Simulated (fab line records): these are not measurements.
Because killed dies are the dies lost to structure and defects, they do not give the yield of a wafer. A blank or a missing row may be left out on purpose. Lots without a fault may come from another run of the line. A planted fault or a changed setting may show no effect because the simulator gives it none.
Which tool is to blame? | flow rit cmos | 14 lots with 42 wafers sampled at 6 steps, on a route of 202 steps

## WHAT EACH GAUGE READ, for each wafer
RIT_SDANNEAL_RS_MEAS_04: measures by four-point-probe.
lot  | measured    | on            | PSD_RS (ohm/sq)
L851 | day 3 02:14 | film metro-01 | 115.9 116.1 115.9
L852 | day 3 07:03 | film metro-01 | 115.8 115.8 116.0
L854 | day 3 15:28 | film metro-03 | 116.4 116.3 116.5
L855 | day 3 21:26 | film metro-03 | 115.5 115.7 115.6
L858 | day 4 11:53 | film metro-02 | 115.9 116.1 116.1
L859 | day 4 17:56 | film metro-03 | 115.7 115.7 115.9
L860 | day 4 22:03 | film metro-03 | 116.1 116.2 116.0
L862 | day 5 08:57 | film metro-03 | 115.8 115.8 116.1
L863 | day 5 15:37 | film metro-03 | 116.0 115.8 115.9
L865 | day 6 00:00 | film metro-01 | 115.9 115.9 116.0
L864 | day 6 00:55 | film metro-02 | 116.0 116.3 115.9
L867 | day 6 09:02 | film metro-02 | 115.7 115.5 115.9
L871 | day 7 05:52 | film metro-02 | 94.0 94.3 94.3
L873 | day 7 15:52 | film metro-03 | 93.8 93.9 94.1

RIT_SDANNEAL_RS_MEAS_05: measures by four-point-probe.
lot  | measured    | on            | NSD_RS (ohm/sq)
L851 | day 3 02:22 | film metro-01 | 85.22 85.21 85.25
L852 | day 3 07:10 | film metro-01 | 84.57 84.56 84.81
L854 | day 3 15:35 | film metro-03 | 84.75 84.55 84.34
L855 | day 3 21:33 | film metro-03 | 84.53 84.22 84.68
L858 | day 4 12:00 | film metro-02 | 84.36 84.80 84.53
L859 | day 4 18:03 | film metro-03 | 84.09 84.21 84.37
L860 | day 4 22:10 | film metro-03 | 84.45 85.01 84.34
L862 | day 5 09:04 | film metro-03 | 84.52 84.57 84.91
L863 | day 5 15:44 | film metro-03 | 84.87 84.79 84.75
L865 | day 6 00:07 | film metro-01 | 85.12 84.61 84.99
L864 | day 6 01:02 | film metro-02 | 84.44 84.19 84.24
L867 | day 6 09:10 | film metro-02 | 84.05 84.26 84.74
L871 | day 7 05:59 | film metro-02 | 83.31 82.94 82.84
L873 | day 7 15:59 | film metro-03 | 83.56 83.42 83.66

RIT_SDANNEAL_RS_MEAS_06: measures by four-point-probe.
lot  | measured    | on            | PLDD_RS (ohm/sq)
L851 | day 3 02:29 | film metro-01 | 179.4 179.8 179.3
L852 | day 3 07:17 | film metro-01 | 180.2 179.5 179.8
L854 | day 3 15:42 | film metro-03 | 180.9 180.1 180.0
L855 | day 3 21:40 | film metro-03 | 179.5 179.6 179.2
L858 | day 4 12:07 | film metro-02 | 179.0 178.8 179.0
L859 | day 4 18:10 | film metro-03 | 179.3 179.6 180.7
L860 | day 4 22:17 | film metro-03 | 179.8 180.3 179.9
L862 | day 5 09:11 | film metro-03 | 179.5 179.9 179.8
L863 | day 5 15:52 | film metro-03 | 179.9 179.8 179.7
L865 | day 6 00:14 | film metro-01 | 180.0 179.8 179.6
L864 | day 6 01:10 | film metro-02 | 179.2 179.9 178.9
L867 | day 6 09:17 | film metro-02 | 179.2 180.2 179.7
L871 | day 7 06:07 | film metro-02 | 160.4 160.4 160.3
L873 | day 7 16:07 | film metro-03 | 160.4 160.5 160.8

RIT_CONTACT_CD_MEAS_08: the cd target is 1000 nm.
lot  | measured    | on        | cd nm (nm)
L851 | day 3 04:26 | cd sem-01 | 999.3 1000.7 1002.0
L852 | day 3 09:08 | cd sem-02 | 1000.3 1000.6 1001.0
L854 | day 3 17:40 | cd sem-02 | 997.2 996.7 996.2
L855 | day 3 23:39 | cd sem-02 | 999.6 996.5 999.1
L858 | day 4 14:05 | cd sem-01 | 1004.3 1005.7 1003.7
L859 | day 4 20:08 | cd sem-01 | 1002.5 1000.1 1000.1
L860 | day 5 00:10 | cd sem-02 | 999.2 995.4 998.2
L862 | day 5 11:20 | cd sem-02 | 1000.7 1000.6 1000.8
L863 | day 5 17:41 | cd sem-02 | 1001.1 1000.5 1000.5
L865 | day 6 02:14 | cd sem-02 | 999.2 998.3 999.2
L864 | day 6 03:02 | cd sem-02 | 1001.3 1001.2 1000.7
L867 | day 6 11:07 | cd sem-02 | 999.2 996.9 999.1
L871 | day 7 08:11 | cd sem-01 | 999.7 1001.1 999.6
L873 | day 7 17:56 | cd sem-02 | 999.9 997.3 1000.4

## WHICH TOOL RAN EACH LOT (tool, then ch and the chambers of the sampled wafers, then the start)
lot  | RIT_GATE_STRIP_20                   | RIT_SDANNEAL_RTA_03
L851 | plasma asher-01 ch 0,1, day 2 13:16 | rtp anneal-01 ch 0, day 3 02:10
L852 | plasma asher-03 ch 0,1, day 2 18:56 | rtp anneal-02 ch 0, day 3 06:59
L854 | plasma asher-01 ch 0,1, day 3 02:58 | rtp anneal-02 ch 0, day 3 15:24
L855 | plasma asher-04 ch 0,1, day 3 09:05 | rtp anneal-01 ch 0, day 3 21:23
L858 | plasma asher-01 ch 0,1, day 3 23:44 | rtp anneal-02 ch 0, day 4 11:49
L859 | plasma asher-04 ch 0,1, day 4 04:40 | rtp anneal-01 ch 0, day 4 17:52
L860 | plasma asher-03 ch 0,1, day 4 09:28 | rtp anneal-02 ch 0, day 4 21:59
L862 | plasma asher-03 ch 0,1, day 4 19:49 | rtp anneal-02 ch 0, day 5 08:53
L863 | plasma asher-03 ch 0,1, day 5 02:34 | rtp anneal-01 ch 0, day 5 15:33
L865 | plasma asher-04 ch 0,1, day 5 11:27 | rtp anneal-02 ch 0, day 5 23:56
L864 | plasma asher-01 ch 0,1, day 5 11:51 | rtp anneal-02 ch 0, day 6 00:51
L867 | plasma asher-04 ch 0,1, day 5 20:49 | rtp anneal-01 ch 0, day 6 08:58
L871 | plasma asher-03 ch 0,1, day 6 16:27 | rtp anneal-01 ch 0, day 7 05:48
L873 | plasma asher-01 ch 0,1, day 7 03:31 | rtp anneal-01 ch 0, day 7 15:49
- RIT_GATE_STRIP_20: strips in O2, time 180 s.
- RIT_SDANNEAL_RTA_03: time 5 s.

## WHAT THE TOOLS THEMSELVES READ (means of the sampled wafers that have a number; where no wafer has one, the mark that the record gives instead)
RIT_GATE_STRIP_20.
lot  | tool            | drypump motor current A (A)
L851 | plasma asher-01 | 5.9
L852 | plasma asher-03 | 5.8
L854 | plasma asher-01 | 5.9
L855 | plasma asher-04 | 5.6
L858 | plasma asher-01 | 5.5
L859 | plasma asher-04 | 6.0
L860 | plasma asher-03 | 5.9
L862 | plasma asher-03 | 5.9
L863 | plasma asher-03 | 5.8
L865 | plasma asher-04 | 6.0
L864 | plasma asher-01 | 5.5
L867 | plasma asher-04 | 5.9
L871 | plasma asher-03 | 6.0
L873 | plasma asher-01 | 5.9

RIT_SDANNEAL_RTA_03.
lot  | tool          | wafer_temp_C_max
L851 | rtp anneal-01 | 1052.9
L852 | rtp anneal-02 | 1054.2
L854 | rtp anneal-02 | 1053.5
L855 | rtp anneal-01 | 1052.9
L858 | rtp anneal-02 | 1052.8
L859 | rtp anneal-01 | 1053.6
L860 | rtp anneal-02 | 1053.3
L862 | rtp anneal-02 | 1053.8
L863 | rtp anneal-01 | 1054.8
L865 | rtp anneal-02 | 1053.7
L864 | rtp anneal-02 | 1053.1
L867 | rtp anneal-01 | 1053.2
L871 | rtp anneal-01 | 1086.6
L873 | rtp anneal-01 | 1085.8

## THE ANSWER, worked out from the rows above alone
Rule: what is usual is taken from the lots themselves. Put in order of their means at a reading, lots are off if they are a third of the lots or fewer, leave a main group of 4 or more, and stand apart from it by a gap of 3 or more times the standard deviation of the main group's means; of several such gaps the widest counts. A main group is skipped when, at the precision printed for the reading in the tables above, its means are all equal. A lot without any number at a reading at which 4 lots or more have one is off too. All remaining lots with rows at the step are treated as sound. After the gauges, taken in route order, come the tools' own readings; for these a lot's mean is taken, as printed above. The first step at which some lot is off is used, and at that step the reading that is off furthest; a lot without a number counts as furthest.
Off: L871, L873, seen at RIT_SDANNEAL_RS_MEAS_04 (PSD_RS). Mean 115.9 ohm/sq and standard deviation 0.2 in the main group.
If a tool, at a process step before that reading, ran all the lots that are off and no sound lot after the first of them, it fits. Not tried: the gauges at RIT_SDANNEAL_RS_MEAS_04; whatever is off there is also off at RIT_SDANNEAL_RTA_03, on other tools, and gauge error can't account for it. One fits: RIT_SDANNEAL_RTA_03 on rtp anneal-01. Its last sound lot is L867 (day 6 08:58), its first lot that is off L871 (day 7 05:48): a fault that began between those two fits.
The tool's own readings at RIT_SDANNEAL_RTA_03 bear it out: on the lots that are off they differ by more than 5 times the standard deviation of the sound lots' means. wafer_temp_C_max reads 1086.2 there against 1053.5 on the sound lots.

## WHAT THE SIMULATOR PUT IN
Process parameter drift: rtp anneal-01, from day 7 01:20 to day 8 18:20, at RIT_SDANNEAL_RTA_03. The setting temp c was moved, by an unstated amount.
Shown lots that were struck: L871, L873. The rule above found the same.
